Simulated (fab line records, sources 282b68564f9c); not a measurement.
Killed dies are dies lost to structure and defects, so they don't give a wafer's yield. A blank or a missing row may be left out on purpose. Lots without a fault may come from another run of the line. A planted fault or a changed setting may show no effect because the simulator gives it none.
A struck lot beside a sound one | flow rit_cmos | 13 steps out of a route of 202
Sound: wafers L716.2, L716.5, L716.6. Struck: wafers L718.2, L718.3, L718.5. The cause comes at the end.
At each step with rows: each side's tool, then ch and its chambers, then its first start. Under that, the readings that differ: sound wafers | struck wafers | difference of the means | sigmas: that difference in standard deviations of wafers without a fault.
alike: readings whose means differ by less than 2 such deviations, and words and numbers that are the same on both sides. not compared: withheld readings, readings that some wafer has no value for, bounds like >300 that may hide the same value, and numbers for which the record gives no deviation and whose values overlap.
The two part at a step that has a row with sigmas, a row that says differs or no value, or rows on one side only. Numbers that don't overlap but have no deviation are shown without sigmas and don't part them. A reading that every wafer of one side lacks parts them only if that side has two wafers or more.

first, 4 steps without rows for these wafers: RIT_PSD_SOFTBAKE_02 (time 60 s); RIT_PSD_EXPOSE_03 (exposes mask M10, target cd 40900 nm); RIT_PSD_PEB_04; RIT_PSD_DEVELOP_05 (develop time 50 s).
RIT_PSD_OVL_MEAS_06:
  sound on overlay-01, day 5 07:35; struck on overlay-02, day 5 18:05
  alike: PSD_OVL
then, 2 steps without rows for these wafers: RIT_PSD_HARDBAKE_07 (time 60 s); RIT_PSD_IMPLANT_08.
RIT_PSD_STRIP_09: strips in O2, time 180 s.
  sound on plasma_asher-03 ch 0,1, day 5 07:55; struck on plasma_asher-04 ch 0, day 5 18:35
  alike: drypump_motor_current_A
  not compared: rf_hours_counter_h
RIT_PSD_TW_MEAS_10:
  sound on film_metro-04, day 5 08:05; struck on film_metro-03, day 5 18:47
  alike: PSD_TW
then, 3 steps without rows for these wafers: RIT_SDANNEAL_CLEAN_00 (cleans in SC1, time 600 s); RIT_SDANNEAL_CLEAN_01 (cleans in dHF, time 30 s); RIT_SDANNEAL_CLEAN_02 (cleans in SC2, time 600 s).
RIT_SDANNEAL_RTA_03: time 5 s.
  sound on rtp_anneal-01 ch 0, day 5 08:31; struck on rtp_anneal-01, day 5 19:17
  no value came back on the struck wafers for anneal_temp_c_max, chamber_o2_ppm, wafer_temp_C_max; on the sound wafers anneal_temp_c_max reads 1056.9 1054.1 1054.5

WHERE THEY PART
Only at RIT_SDANNEAL_RTA_03, within this record.

WHY: what the simulator had put in
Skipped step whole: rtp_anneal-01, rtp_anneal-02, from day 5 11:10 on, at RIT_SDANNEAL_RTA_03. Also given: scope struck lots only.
